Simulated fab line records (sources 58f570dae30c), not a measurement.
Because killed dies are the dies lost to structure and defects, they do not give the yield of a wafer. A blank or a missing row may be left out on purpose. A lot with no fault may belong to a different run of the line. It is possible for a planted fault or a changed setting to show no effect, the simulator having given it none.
fab line records + flow berkeleyCmos170 + part 1 of 2: steps 1 to 35 of 48
record
- lots=5
- wafers=15
- lastDay=11
route steps=331 shown PWELL@51 WELLDRIVE@55 ACTIVE@60 PFIELD@79 FIELD@89 SACOX@97
lots that met no fault: taken from a fault-free run of the same line
startH: the number of hours between the record's first day and the start of the first shown wafer of the lot + waitH: hours from the lot's prior step to this one + " same as the row above + L1.1+2: a row that stands for several wafers + - no value, or no start was given + * or withheld: withheld + < > ~ a bound
route shown NAME@n: a module of which the file shows steps, and the number in the route of the first + usual: mean and standard deviation over wafers with no fault + same: alike in all rows + chamber/n: place in a boat + sites: the reading at each site + _std_site: how widely they spread, as a standard deviation + _edge_site: the outer-site mean with the inner-site mean subtracted + radiusMm: for every site, how far away it sits from the centre of the wafer + mask NAME#n: copy n + behind: tool/chamber where the wafer was last shaped + hold: cause of the lot's hold/its duration in hours/its outcome + device: transistor that didn't switch, given as n, p or np + end of line: the same wafers' tests at the end of the route + a step without rows: its recipe alone + killed: not the wafer's yield, but the dies lost to structure and defects at the first sort + map: a wafer's dies, x killed, . not, _ none there
set.NAME: the setting the step ran with; set.NAME@STEP: the setting that earlier step ran with + model.NAME: the simulator's own value behind a step, which no gauge read
a table for each step, a row for each wafer; lots at some steps of the route
services: a tool's chamber out of use, with start hour (startH, from the record's first day; less than 0 if before it), hours out, and reason
## steps
# step UCB170_PWELL_TW_MEAS_17
# usual
- PWELL_TW=380/3.1
| lot.wafer | tool         | chamber | startH | waitH | PWELL_TW |
|-----------|--------------|---------|--------|-------|----------|
| L074.1    | filmMetro-01 | -       | 51.14  | 0.1   | 375      |
| L074.2    | "            | -       | "      | "     | 375      |
| L074.4    | "            | -       | "      | "     | 375      |
| L075.3    | filmMetro-01 | -       | 58.87  | 0.1   | 378      |
| L075.4    | "            | -       | "      | "     | 375      |
| L075.5    | "            | -       | "      | "     | 379      |
| L082.2    | filmMetro-01 | -       | 90.66  | 0.1   | 381      |
| L082.4    | "            | -       | "      | "     | 379      |
| L082.5    | "            | -       | "      | "     | 378      |
| L090.1    | filmMetro-04 | -       | 129.40 | 0.1   | 382      |
| L090.4    | "            | -       | "      | "     | 384      |
| L090.5    | "            | -       | "      | "     | 383      |
| L092.1    | filmMetro-01 | -       | 148.89 | 0.1   | 379      |
| L092.2    | "            | -       | "      | "     | 379      |
| L092.3    | "            | -       | "      | "     | 378      |
# step UCB170_PWELL_CLEAN_18
# recipe
- chemistry=SPM
- tempC=120
- timeS=600
| lot.wafer  | tool        | chamber | startH | waitH |
|------------|-------------|---------|--------|-------|
| L074.1+2+4 | wetBench-01 | 3       | 51.20  | 0.1   |
| L075.3+4+5 | wetBench-04 | 1       | 58.91  | 0.0   |
| L082.2+4+5 | wetBench-04 | 3       | 91.05  | 0.4   |
| L090.1+4+5 | wetBench-04 | 2       | 129.46 | 0.1   |
| L092.1+2+3 | wetBench-01 | 3       | 148.95 | 0.1   |
# step UCB170_PWELL_WET_ETCH_19
# recipe
- chemistry=H3PO4
- target=Si3N4
- tempC=160
- timeS=14400
| lot.wafer  | tool        | chamber | startH | waitH |
|------------|-------------|---------|--------|-------|
| L074.1+2+4 | wetBench-02 | 3       | 51.40  | 0.0   |
| L075.3+4+5 | wetBench-01 | 0       | 59.10  | 0.0   |
| L082.2+4+5 | wetBench-04 | 0       | 91.23  | 0.0   |
| L090.1+4+5 | wetBench-02 | 3       | 129.63 | 0.0   |
| L092.1+2+3 | wetBench-01 | 3       | 149.30 | 0.2   |
# step UCB170_PWELL_WET_ETCH_20
# recipe
- chemistry=BOE
- dilution=5:1
- target=SiO2
- tempC=25
- timeS=22
| lot.wafer  | tool        | chamber | startH | waitH |
|------------|-------------|---------|--------|-------|
| L074.1+2+4 | wetBench-02 | 2       | 55.82  | 0.4   |
| L075.3+4+5 | wetBench-02 | 2       | 63.18  | 0.1   |
| L082.2+4+5 | wetBench-04 | 1       | 95.24  | 0.0   |
| L090.1+4+5 | wetBench-02 | 2       | 134.34 | 0.7   |
| L092.1+2+3 | wetBench-02 | 2       | 153.48 | 0.2   |
# step UCB170_WELLDRIVE_CLEAN_00
# recipe
- chemistry=SPM
- tempC=120
- timeS=600
| lot.wafer  | tool        | chamber | startH | waitH |
|------------|-------------|---------|--------|-------|
| L074.1+2+4 | wetBench-02 | 3       | 55.83  | 0.0   |
| L075.3+4+5 | wetBench-01 | 3       | 63.29  | 0.1   |
| L082.2+4+5 | wetBench-04 | 0       | 95.25  | 0.0   |
| L090.1+4+5 | wetBench-04 | 2       | 134.40 | 0.0   |
| L092.1+2+3 | wetBench-01 | 1       | 153.54 | 0.0   |
# step UCB170_WELLDRIVE_OXIDATION_01
# recipe
- tempC=1100
- ambient=O2
- targetThkA=1990
- oxTimeS=9000
# usual
- oxTempC=1100.0/0.47
| lot.wafer | tool       | chamber | startH | waitH | oxTempC |
|-----------|------------|---------|--------|-------|---------|
| L074.1    | furnace-03 | 0       | 59.28  | 3.3   | 1099.7  |
| L074.2    | "          | 0       | "      | "     | 1100.1  |
| L074.4    | "          | 0       | "      | "     | 1099.8  |
| L075.3    | furnace-04 | 0       | 65.55  | 2.1   | 1100.0  |
| L075.4    | "          | 0       | "      | "     | 1100.1  |
| L075.5    | "          | 0       | "      | "     | 1099.6  |
| L082.2    | furnace-01 | 0       | 99.40  | 4.0   | 1099.7  |
| L082.4    | "          | 0       | "      | "     | 1100.3  |
| L082.5    | "          | 0       | "      | "     | 1100.0  |
| L090.1    | furnace-03 | 0       | 135.17 | 0.6   | 1100.9  |
| L090.4    | "          | 0       | "      | "     | 1100.3  |
| L090.5    | "          | 0       | "      | "     | 1099.8  |
| L092.1    | furnace-01 | 0       | 155.76 | 2.1   | 1099.5  |
| L092.2    | "          | 0       | "      | "     | 1099.9  |
| L092.3    | "          | 0       | "      | "     | 1100.8  |
# step UCB170_WELLDRIVE_THK_MEAS_02
# recipe
- reads=SiO2_of_WELLDRIVE_OXIDATION_01
# usual
- WELLDRIVE_OXIDE_THK=199/4.3
| lot.wafer | tool         | chamber | startH | waitH | WELLDRIVE_OXIDE_THK[nm] |
|-----------|--------------|---------|--------|-------|-------------------------|
| L074.1    | filmMetro-03 | -       | 62.78  | 0.0   | 207                     |
| L074.2    | "            | -       | "      | "     | 205                     |
| L074.4    | "            | -       | "      | "     | 204                     |
| L075.3    | filmMetro-03 | -       | 69.07  | 0.0   | 196                     |
| L075.4    | "            | -       | "      | "     | 193                     |
| L075.5    | "            | -       | "      | "     | 193                     |
| L082.2    | filmMetro-03 | -       | 102.91 | 0.0   | 195                     |
| L082.4    | "            | -       | "      | "     | 192                     |
| L082.5    | "            | -       | "      | "     | 194                     |
| L090.1    | filmMetro-01 | -       | 138.67 | 0.0   | 196                     |
| L090.4    | "            | -       | "      | "     | 196                     |
| L090.5    | "            | -       | "      | "     | 193                     |
| L092.1    | filmMetro-03 | -       | 159.32 | 0.1   | 207                     |
| L092.2    | "            | -       | "      | "     | 203                     |
| L092.3    | "            | -       | "      | "     | 204                     |
# step UCB170_WELLDRIVE_ANNEAL_03
# recipe
- tempC=1100
- timeS=900
- ambient=N2
| lot.wafer  | tool       | chamber | startH | waitH |
|------------|------------|---------|--------|-------|
| L074.1+2+4 | furnace-03 | 0       | 65.53  | 2.7   |
| L075.3+4+5 | furnace-04 | 0       | 71.64  | 2.6   |
| L082.2+4+5 | furnace-04 | 0       | 107.20 | 4.3   |
| L090.1+4+5 | furnace-03 | 0       | 141.36 | 2.7   |
| L092.1+2+3 | furnace-01 | 0       | 160.51 | 1.2   |
# step UCB170_WELLDRIVE_WET_ETCH_04
# recipe
- chemistry=BOE
- dilution=5:1
- target=SiO2
- tempC=25
- timeS=120
| lot.wafer  | tool        | chamber | startH | waitH |
|------------|-------------|---------|--------|-------|
| L074.1+2+4 | wetBench-04 | 1       | 66.78  | 0.0   |
| L075.3+4+5 | wetBench-02 | 0       | 73.05  | 0.2   |
| L082.2+4+5 | wetBench-04 | 2       | 108.68 | 0.2   |
| L090.1+4+5 | wetBench-01 | 3       | 142.61 | 0.0   |
| L092.1+2+3 | wetBench-04 | 2       | 161.76 | 0.0   |
# step UCB170_ACTIVE_CLEAN_00
# recipe
- chemistry=SPM
- tempC=120
- timeS=600
| lot.wafer  | tool        | chamber | startH | waitH |
|------------|-------------|---------|--------|-------|
| L074.1+2+4 | wetBench-04 | 3       | 66.83  | 0.0   |
| L075.3+4+5 | wetBench-02 | 3       | 73.09  | 0.0   |
| L082.2+4+5 | wetBench-02 | 3       | 108.98 | 0.3   |
| L090.1+4+5 | wetBench-01 | 1       | 142.65 | 0.0   |
| L092.1+2+3 | wetBench-04 | 0       | 161.80 | 0.0   |
# step UCB170_ACTIVE_CLEAN_01
# recipe
- chemistry=dHF
- dilution=25:1
- timeS=60
| lot.wafer  | tool        | chamber | startH | waitH |
|------------|-------------|---------|--------|-------|
| L074.1+2+4 | wetBench-04 | 1       | 67.00  | 0.0   |
| L075.3+4+5 | wetBench-02 | 3       | 73.26  | 0.0   |
| L082.2+4+5 | wetBench-02 | 2       | 109.16 | 0.0   |
| L090.1+4+5 | wetBench-01 | 2       | 142.82 | 0.0   |
| L092.1+2+3 | wetBench-04 | 1       | 161.98 | 0.0   |
# step UCB170_ACTIVE_OXIDATION_02
# recipe
- tempC=1000
- ambient=O2
- targetThkA=264
- oxTimeS=1260
# usual
- oxTempC=1000.1/0.38
| lot.wafer | tool       | chamber | startH | waitH | oxTempC |
|-----------|------------|---------|--------|-------|---------|
| L074.1    | furnace-02 | 0       | 69.29  | 2.3   | 1000.2  |
| L074.2    | "          | 0       | "      | "     | 1000.2  |
| L074.4    | "          | 0       | "      | "     | 1001.0  |
| L075.3    | furnace-03 | 0       | 75.23  | 1.9   | 999.7   |
| L075.4    | "          | 0       | "      | "     | 1000.3  |
| L075.5    | "          | 0       | "      | "     | 999.9   |
| L082.2    | furnace-02 | 0       | 113.35 | 4.2   | 1000.3  |
| L082.4    | "          | 0       | "      | "     | 1000.0  |
| L082.5    | "          | 0       | "      | "     | 999.3   |
| L090.1    | furnace-03 | 0       | 145.36 | 2.5   | 999.3   |
| L090.4    | "          | 0       | "      | "     | 999.9   |
| L090.5    | "          | 0       | "      | "     | 999.6   |
| L092.1    | furnace-02 | 0       | 164.36 | 2.4   | 999.9   |
| L092.2    | "          | 0       | "      | "     | 1000.2  |
| L092.3    | "          | 0       | "      | "     | 999.4   |
# step UCB170_ACTIVE_THK_MEAS_03
# recipe
- reads=SiO2_of_ACTIVE_OXIDATION_02
# usual
- ACTIVE_OXIDE_THK=26.4/0.58
| lot.wafer | tool         | chamber | startH | waitH | ACTIVE_OXIDE_THK[nm] |
|-----------|--------------|---------|--------|-------|----------------------|
| L074.1    | filmMetro-04 | -       | 70.64  | 0.0   | 25.4                 |
| L074.2    | "            | -       | "      | "     | 25.8                 |
| L074.4    | "            | -       | "      | "     | 25.5                 |
| L075.3    | filmMetro-02 | -       | 76.60  | 0.0   | 26.7                 |
| L075.4    | "            | -       | "      | "     | 27.0                 |
| L075.5    | "            | -       | "      | "     | 26.7                 |
| L082.2    | filmMetro-04 | -       | 114.89 | 0.2   | 26.3                 |
| L082.4    | "            | -       | "      | "     | 26.3                 |
| L082.5    | "            | -       | "      | "     | 26.3                 |
| L090.1    | filmMetro-03 | -       | 146.71 | 0.0   | 27.1                 |
| L090.4    | "            | -       | "      | "     | 27.2                 |
| L090.5    | "            | -       | "      | "     | 26.7                 |
| L092.1    | filmMetro-03 | -       | 165.73 | 0.0   | 25.5                 |
| L092.2    | "            | -       | "      | "     | 26.0                 |
| L092.3    | "            | -       | "      | "     | 25.9                 |
# step UCB170_ACTIVE_ANNEAL_04
# recipe
- tempC=1000
- timeS=900
- ambient=N2
| lot.wafer  | tool       | chamber | startH | waitH |
|------------|------------|---------|--------|-------|
| L074.1+2+4 | furnace-02 | 0       | 73.48  | 2.8   |
| L075.3+4+5 | furnace-03 | 0       | 80.08  | 3.5   |
| L082.2+4+5 | furnace-02 | 0       | 121.73 | 6.8   |
| L090.1+4+5 | furnace-03 | 0       | 150.64 | 3.9   |
| L092.1+2+3 | furnace-02 | 0       | 168.30 | 2.6   |
# step UCB170_ACTIVE_CVD_05
# recipe
- material=Si3N4
- targetThkNm=220
- tempC=800
- precursor=SiH2Cl2/NH3
- timeS=3300
- pressureMtorr=200
- sih2cl2FlowSccm=25
- nh3FlowSccm=75
| lot.wafer  | tool     | chamber | startH | waitH |
|------------|----------|---------|--------|-------|
| L074.1+2+4 | lpcvd-02 | 0       | 74.73  | 0.0   |
| L075.3+4+5 | lpcvd-01 | 1       | 82.53  | 1.2   |
| L082.2+4+5 | lpcvd-02 | 1       | 122.98 | 0.0   |
| L090.1+4+5 | lpcvd-01 | 0       | 152.03 | 0.1   |
| L092.1+2+3 | lpcvd-01 | 0       | 169.55 | 0.0   |
# step UCB170_ACTIVE_THK_MEAS_06
# recipe
- reads=Si3N4_of_ACTIVE_CVD_05
# usual
- ACTIVE_NITRIDE_THK=220.4/2.1
| lot.wafer | tool         | chamber | startH | waitH | ACTIVE_NITRIDE_THK[nm] |
|-----------|--------------|---------|--------|-------|------------------------|
| L074.1    | filmMetro-04 | -       | 76.70  | 0.1   | 220.9                  |
| L074.2    | "            | -       | "      | "     | 218.8                  |
| L074.4    | "            | -       | "      | "     | 218.9                  |
| L075.3    | filmMetro-03 | -       | 84.46  | 0.0   | 218.3                  |
| L075.4    | "            | -       | "      | "     | 217.5                  |
| L075.5    | "            | -       | "      | "     | 219.5                  |
| L082.2    | filmMetro-04 | -       | 124.91 | 0.0   | 218.0                  |
| L082.4    | "            | -       | "      | "     | 217.9                  |
| L082.5    | "            | -       | "      | "     | 220.3                  |
| L090.1    | filmMetro-02 | -       | 153.95 | 0.0   | 223.9                  |
| L090.4    | "            | -       | "      | "     | 225.2                  |
| L090.5    | "            | -       | "      | "     | 224.4                  |
| L092.1    | filmMetro-02 | -       | 171.49 | 0.0   | 221.3                  |
| L092.2    | "            | -       | "      | "     | 219.8                  |
| L092.3    | "            | -       | "      | "     | 221.1                  |
# step UCB170_ACTIVE_HMDS_07
# recipe
- primeTimeS=60
- primeTempC=100
| lot.wafer  | tool          | chamber | startH | waitH |
|------------|---------------|---------|--------|-------|
| L074.1+2+4 | lithoTrack-04 | 0       | 76.96  | 0.2   |
| L075.3+4+5 | lithoTrack-02 | 0       | 84.67  | 0.2   |
| L082.2+4+5 | lithoTrack-01 | 0       | 124.98 | 0.1   |
| L090.1+4+5 | lithoTrack-04 | 0       | 154.31 | 0.3   |
| L092.1+2+3 | lithoTrack-04 | 0       | 171.87 | 0.4   |
# step UCB170_ACTIVE_COAT_08
# recipe
- resist=KrF
- spinRpm=1500
- resistThkNm=900
| lot.wafer  | tool          | chamber | startH | waitH |
|------------|---------------|---------|--------|-------|
| L074.1+2+4 | lithoTrack-04 | 0       | 77.11  | 0.1   |
| L075.3+4+5 | lithoTrack-02 | 0       | 84.82  | 0.1   |
| L082.2+4+5 | lithoTrack-01 | 0       | 125.13 | 0.1   |
| L090.1+4+5 | lithoTrack-04 | 0       | 154.46 | 0.1   |
| L092.1+2+3 | lithoTrack-04 | 0       | 172.02 | 0.1   |
# step UCB170_ACTIVE_SOFTBAKE_09
# recipe
- resist=KrF
- tempC=130
- timeS=60
| lot.wafer  | tool          | chamber | startH | waitH |
|------------|---------------|---------|--------|-------|
| L074.1+2+4 | lithoTrack-04 | 0       | 77.26  | 0.1   |
| L075.3+4+5 | lithoTrack-02 | 0       | 84.97  | 0.1   |
| L082.2+4+5 | lithoTrack-01 | 0       | 125.28 | 0.1   |
| L090.1+4+5 | lithoTrack-04 | 0       | 154.61 | 0.1   |
| L092.1+2+3 | lithoTrack-04 | 0       | 172.17 | 0.1   |
# step UCB170_ACTIVE_EXPOSE_10
# recipe
- maskId=ACTIVE
- targetCdNm=1200
- na=0.5
- sigmaOuter=0.6
- sourceShape=conventional
- doseMj=20
| lot.wafer  | tool          | chamber | startH | waitH | mask     |
|------------|---------------|---------|--------|-------|----------|
| L074.1+2+4 | krfScanner-01 | 0       | 77.41  | 0.1   | ACTIVE#0 |
| L075.3+4+5 | krfScanner-02 | 0       | 85.29  | 0.3   | ACTIVE#0 |
| L082.2+4+5 | krfScanner-02 | 0       | 125.79 | 0.5   | ACTIVE#0 |
| L090.1+4+5 | krfScanner-02 | 0       | 154.76 | 0.1   | ACTIVE#0 |
| L092.1+2+3 | krfScanner-02 | 0       | 172.66 | 0.5   | ACTIVE#0 |
# step UCB170_ACTIVE_PEB_11
# recipe
- pebTempC=130
- pebTimeS=withheld
- resist=KrF
| lot.wafer  | tool          | chamber | startH | waitH |
|------------|---------------|---------|--------|-------|
| L074.1+2+4 | lithoTrack-04 | 0       | 77.52  | 0.1   |
| L075.3+4+5 | lithoTrack-01 | 0       | 85.74  | 0.4   |
| L082.2+4+5 | lithoTrack-02 | 0       | 125.91 | 0.1   |
| L090.1+4+5 | lithoTrack-01 | 0       | 154.91 | 0.1   |
| L092.1+2+3 | lithoTrack-01 | 0       | 172.85 | 0.2   |
# step UCB170_ACTIVE_DEVELOP_12
# recipe
- developer=TMAH
- developTimeS=45
- resist=KrF
- devTempC=21
| lot.wafer  | tool          | chamber | startH | waitH |
|------------|---------------|---------|--------|-------|
| L074.1+2+4 | lithoTrack-04 | 0       | -      | -     |
| L075.3+4+5 | lithoTrack-01 | 0       | -      | -     |
| L082.2+4+5 | lithoTrack-02 | 0       | -      | -     |
| L090.1+4+5 | lithoTrack-01 | 0       | -      | -     |
| L092.1+2+3 | lithoTrack-01 | 0       | -      | -     |
# step UCB170_ACTIVE_CD_MEAS_13
# recipe
- targetCdNm=1200
# usual
- cdNm=1200.0/1.2
| lot.wafer | tool     | chamber | startH | waitH | cdNm   |
|-----------|----------|---------|--------|-------|--------|
| L074.1    | cdSem-01 | -       | 77.80  | -     | 1200.1 |
| L074.2    | "        | -       | "      | "     | 1200.9 |
| L074.4    | "        | -       | "      | "     | 1201.3 |
| L075.3    | cdSem-02 | -       | 86.01  | -     | 1199.3 |
| L075.4    | "        | -       | "      | "     | 1199.4 |
| L075.5    | "        | -       | "      | "     | 1199.8 |
| L082.2    | cdSem-02 | -       | 126.18 | -     | 1199.0 |
| L082.4    | "        | -       | "      | "     | 1199.0 |
| L082.5    | "        | -       | "      | "     | 1200.0 |
| L090.1    | cdSem-01 | -       | 155.19 | -     | 1200.5 |
| L090.4    | "        | -       | "      | "     | 1199.7 |
| L090.5    | "        | -       | "      | "     | 1201.5 |
| L092.1    | cdSem-01 | -       | 173.15 | -     | 1200.2 |
| L092.2    | "        | -       | "      | "     | 1200.2 |
| L092.3    | "        | -       | "      | "     | 1199.6 |
# step UCB170_ACTIVE_OVL_MEAS_14
# usual
- ACTIVE_OVL=6/5.1
| lot.wafer | tool       | chamber | startH | waitH | ACTIVE_OVL[nm] |
|-----------|------------|---------|--------|-------|----------------|
| L074.1    | overlay-01 | -       | 77.92  | 0.1   | 11             |
| L074.2    | "          | -       | "      | "     | 5              |
| L074.4    | "          | -       | "      | "     | 8              |
| L075.3    | overlay-01 | -       | 86.10  | 0.1   | 12             |
| L075.4    | "          | -       | "      | "     | 3              |
| L075.5    | "          | -       | "      | "     | 7              |
| L082.2    | overlay-02 | -       | 126.29 | 0.1   | 6              |
| L082.4    | "          | -       | "      | "     | 0              |
| L082.5    | "          | -       | "      | "     | 10             |
| L090.1    | overlay-01 | -       | 155.31 | 0.1   | 1              |
| L090.4    | "          | -       | "      | "     | 4              |
| L090.5    | "          | -       | "      | "     | 1              |
| L092.1    | overlay-01 | -       | 173.27 | 0.1   | -1             |
| L092.2    | "          | -       | "      | "     | 4              |
| L092.3    | "          | -       | "      | "     | -6             |
# step UCB170_ACTIVE_ETCH_15
# recipe
- chemistry=CH3F/Ar/O2
- target=Si3N4
- stopOn=SiO2
- CH3F_flow_sccm=20
- Ar_flow_sccm=50
- O2_flow_sccm=7
- pressureMtorr=50
- rfW=450
- targetDepthA=2420
- overEtchFrac=0.1
- timeS=151
# usual
- drypumpMotorCurrentA=5.6/0.45
- mfcArSccm=49.99/0.14
- oesProductAu=0.940/0.017
- throttleValvePct=8.09/0.11
| lot.wafer | tool       | chamber | startH | waitH | drypumpMotorCurrentA | mfcArSccm | oesProductAu | rfHoursCounterH | throttleValvePct |
|-----------|------------|---------|--------|-------|----------------------|-----------|--------------|-----------------|------------------|
| L074.1    | rieDiel-02 | 0       | 77.95  | 0.0   | 5.7                  | 50.13     | 0.932        | 16              | 7.99             |
| L074.2    | "          | 3       | "      | "     | 5.1                  | 49.97     | 0.941        | 15              | 8.01             |
| L074.4    | "          | 1       | "      | "     | 5.6                  | 49.95     | 0.947        | 158             | 8.27             |
| L075.3    | rieDiel-04 | 0       | 86.13  | 0.0   | 5.1                  | 50.18     | 0.915        | 8               | 8.08             |
| L075.4    | "          | 1       | "      | "     | 5.3                  | 49.97     | 0.919        | 131             | 8.31             |
| L075.5    | "          | 3       | "      | "     | 6.2                  | 49.86     | 0.924        | -               | 7.95             |
| L082.2    | rieDiel-03 | 1       | 126.32 | 0.0   | 5.9                  | 49.82     | 0.939        | 143             | 8.03             |
| L082.4    | "          | 2       | "      | "     | 6.7                  | 50.18     | 0.966        | 35              | 8.05             |
| L082.5    | "          | 1       | "      | "     | 5.9                  | 50.04     | 0.932        | -               | 8.02             |
| L090.1    | rieDiel-02 | 2       | 155.34 | 0.0   | 5.2                  | 49.91     | 0.956        | 10              | 8.13             |
| L090.4    | "          | 0       | "      | "     | 5.6                  | 50.11     | 0.938        | 20              | 7.98             |
| L090.5    | "          | 3       | "      | "     | 5.1                  | 50.03     | 0.962        | -               | 8.03             |
| L092.1    | rieDiel-04 | 2       | 173.30 | 0.0   | 5.9                  | 49.76     | 0.951        | 146             | 8.18             |
| L092.2    | "          | 1       | "      | "     | 5.3                  | 49.86     | 0.925        | 135             | 8.32             |
| L092.3    | "          | 0       | "      | "     | 5.1                  | 49.94     | 0.915        | 12              | 8.07             |
# step UCB170_ACTIVE_STRIP_16
# recipe
- chemistry=O2
- powerW=400
- pressureMtorr=3500
- platenTempC=withheld
- o2FlowSccm=400
- overashFraction=0.5
# usual
- drypumpMotorCurrentA=5.73/0.21
- oesProductAu=0.721/0.0046
- stripTimeToEndpointS=18.12/0.12
| lot.wafer | tool           | chamber | startH | waitH | drypumpMotorCurrentA | oesProductAu | rfHoursCounterH | stripTimeToEndpointS |
|-----------|----------------|---------|--------|-------|----------------------|--------------|-----------------|----------------------|
| L074.1    | plasmaAsher-03 | 1       | 78.05  | 0.1   | 5.66                 | 0.717        | 35              | 18.15                |
| L074.2    | "              | 0       | "      | "     | 5.88                 | 0.726        | 35              | 18.05                |
| L074.4    | "              | 1       | "      | "     | 5.67                 | 0.720        | -               | 18.03                |
| L075.3    | plasmaAsher-03 | 1       | 86.26  | 0.1   | 5.66                 | 0.723        | -               | 18.31                |
| L075.4    | "              | 0       | "      | "     | 5.93                 | 0.721        | -               | 18.19                |
| L075.5    | "              | 0       | "      | "     | 5.94                 | 0.726        | -               | 18.37                |
| L082.2    | plasmaAsher-01 | 1       | 126.42 | 0.1   | 5.42                 | 0.722        | 42              | 17.97                |
| L082.4    | "              | 1       | "      | "     | 5.42                 | 0.720        | -               | 18.10                |
| L082.5    | "              | 1       | "      | "     | 5.42                 | 0.715        | -               | 18.06                |
| L090.1    | plasmaAsher-01 | 1       | 155.45 | 0.1   | 5.43                 | 0.724        | 46              | 18.36                |
| L090.4    | "              | 1       | "      | "     | 5.43                 | 0.724        | -               | 18.26                |
| L090.5    | "              | 1       | "      | "     | 5.44                 | 0.721        | -               | 18.34                |
| L092.1    | plasmaAsher-03 | 0       | 173.40 | 0.1   | 5.92                 | 0.716        | 44              | 18.03                |
| L092.2    | "              | 1       | "      | "     | 5.68                 | 0.724        | 44              | 18.15                |
| L092.3    | "              | 1       | "      | "     | 5.68                 | 0.723        | -               | 18.15                |
# step UCB170_ACTIVE_CD_MEAS_90
# recipe
- targetCdNm=1200
# usual
- cdNm=1200.0/1.2
| lot.wafer | tool     | chamber | startH | waitH | cdNm   |
|-----------|----------|---------|--------|-------|--------|
| L074.1    | cdSem-02 | -       | 78.15  | 0.1   | 1200.8 |
| L074.2    | "        | -       | "      | "     | 1201.1 |
| L074.4    | "        | -       | "      | "     | 1200.4 |
| L075.3    | cdSem-02 | -       | 86.37  | 0.1   | 1199.5 |
| L075.4    | "        | -       | "      | "     | 1200.0 |
| L075.5    | "        | -       | "      | "     | 1199.9 |
| L082.2    | cdSem-01 | -       | 126.54 | 0.1   | 1199.6 |
| L082.4    | "        | -       | "      | "     | 1199.0 |
| L082.5    | "        | -       | "      | "     | 1199.9 |
| L090.1    | cdSem-02 | -       | 155.55 | 0.1   | 1200.2 |
| L090.4    | "        | -       | "      | "     | 1199.3 |
| L090.5    | "        | -       | "      | "     | 1201.5 |
| L092.1    | cdSem-02 | -       | 173.50 | 0.1   | 1200.0 |
| L092.2    | "        | -       | "      | "     | 1200.9 |
| L092.3    | "        | -       | "      | "     | 1199.9 |
# step UCB170_ACTIVE_CLEAN_17
# recipe
- chemistry=SPM
- tempC=120
- timeS=600
| lot.wafer  | tool        | chamber | startH | waitH |
|------------|-------------|---------|--------|-------|
| L074.1+2+4 | wetBench-04 | 3       | 78.75  | 0.6   |
| L075.3+4+5 | wetBench-04 | 1       | 86.45  | 0.1   |
| L082.2+4+5 | wetBench-02 | 1       | 126.64 | 0.1   |
| L090.1+4+5 | wetBench-04 | 1       | 155.67 | 0.1   |
| L092.1+2+3 | wetBench-01 | 3       | 174.65 | 1.1   |
# step UCB170_PFIELD_HMDS_00
# recipe
- primeTimeS=60
- primeTempC=100
| lot.wafer  | tool          | chamber | startH | waitH |
|------------|---------------|---------|--------|-------|
| L074.1+2+4 | lithoTrack-01 | 0       | 78.92  | 0.0   |
| L075.3+4+5 | lithoTrack-03 | 0       | 87.01  | 0.4   |
| L082.2+4+5 | lithoTrack-01 | 0       | 127.05 | 0.2   |
| L090.1+4+5 | lithoTrack-03 | 0       | 156.05 | 0.2   |
| L092.1+2+3 | lithoTrack-02 | 0       | 175.06 | 0.2   |
# step UCB170_PFIELD_COAT_01
# recipe
- resist=KrF
- spinRpm=1500
- resistThkNm=900
| lot.wafer  | tool          | chamber | startH | waitH |
|------------|---------------|---------|--------|-------|
| L074.1+2+4 | lithoTrack-01 | 0       | 79.07  | 0.1   |
| L075.3+4+5 | lithoTrack-03 | 0       | 87.16  | 0.1   |
| L082.2+4+5 | lithoTrack-01 | 0       | 127.20 | 0.1   |
| L090.1+4+5 | lithoTrack-03 | 0       | 156.20 | 0.1   |
| L092.1+2+3 | lithoTrack-02 | 0       | 175.21 | 0.1   |
# step UCB170_PFIELD_SOFTBAKE_02
# recipe
- resist=KrF
- tempC=130
- timeS=60
| lot.wafer  | tool          | chamber | startH | waitH |
|------------|---------------|---------|--------|-------|
| L074.1+2+4 | lithoTrack-01 | 0       | 79.22  | 0.1   |
| L075.3+4+5 | lithoTrack-03 | 0       | 87.31  | 0.1   |
| L082.2+4+5 | lithoTrack-01 | 0       | 127.35 | 0.1   |
| L090.1+4+5 | lithoTrack-03 | 0       | 156.35 | 0.1   |
| L092.1+2+3 | lithoTrack-02 | 0       | 175.36 | 0.1   |
# step UCB170_PFIELD_EXPOSE_03
# recipe
- maskId=PFIELD
- na=0.5
- sigmaOuter=0.6
- sourceShape=conventional
- targetCdNm=1500
- doseMj=30
| lot.wafer  | tool          | chamber | startH | waitH | mask     |
|------------|---------------|---------|--------|-------|----------|
| L074.1+2+4 | krfScanner-01 | 0       | 79.50  | 0.2   | PFIELD#0 |
| L075.3+4+5 | krfScanner-02 | 0       | 87.45  | 0.1   | PFIELD#0 |
| L082.2+4+5 | krfScanner-02 | 0       | 127.62 | 0.2   | PFIELD#0 |
| L090.1+4+5 | krfScanner-02 | 0       | 156.50 | 0.1   | PFIELD#0 |
| L092.1+2+3 | krfScanner-02 | 0       | 175.76 | 0.4   | PFIELD#0 |
# step UCB170_PFIELD_PEB_04
# recipe
- pebTempC=130
- pebTimeS=withheld
- resist=KrF
| lot.wafer  | tool          | chamber | startH | waitH |
|------------|---------------|---------|--------|-------|
| L074.1+2+4 | lithoTrack-02 | 0       | 79.61  | 0.1   |
| L075.3+4+5 | lithoTrack-03 | 0       | 87.57  | 0.1   |
| L082.2+4+5 | lithoTrack-01 | 0       | 128.50 | 0.9   |
| L090.1+4+5 | lithoTrack-01 | 0       | 156.62 | 0.1   |
| L092.1+2+3 | lithoTrack-02 | 0       | 176.24 | 0.5   |
# step UCB170_PFIELD_DEVELOP_05
# recipe
- developer=TMAH
- developTimeS=45
- resist=KrF
- devTempC=21
| lot.wafer  | tool          | chamber | startH | waitH |
|------------|---------------|---------|--------|-------|
| L074.1+2+4 | lithoTrack-02 | 0       | -      | -     |
| L075.3+4+5 | lithoTrack-03 | 0       | -      | -     |
| L082.2+4+5 | lithoTrack-01 | 0       | -      | -     |
| L090.1+4+5 | lithoTrack-01 | 0       | -      | -     |
| L092.1+2+3 | lithoTrack-02 | 0       | -      | -     |
# step UCB170_PFIELD_OVL_MEAS_06
# usual
- PFIELD_OVL=4/5.9
| lot.wafer | tool       | chamber | startH | waitH | PFIELD_OVL[nm] |
|-----------|------------|---------|--------|-------|----------------|
| L074.1    | overlay-02 | -       | 79.89  | -     | 8              |
| L074.2    | "          | -       | "      | "     | 2              |
| L074.4    | "          | -       | "      | "     | 10             |
| L075.3    | overlay-01 | -       | 87.81  | -     | 10             |
| L075.4    | "          | -       | "      | "     | 2              |
| L075.5    | "          | -       | "      | "     | 5              |
| L082.2    | overlay-02 | -       | 128.75 | -     | 3              |
| L082.4    | "          | -       | "      | "     | 3              |
| L082.5    | "          | -       | "      | "     | 1              |
| L090.1    | overlay-02 | -       | 156.89 | -     | 6              |
| L090.4    | "          | -       | "      | "     | 12             |
| L090.5    | "          | -       | "      | "     | 2              |
| L092.1    | overlay-02 | -       | 176.51 | -     | 9              |
| L092.2    | "          | -       | "      | "     | 7              |
| L092.3    | "          | -       | "      | "     | 0              |
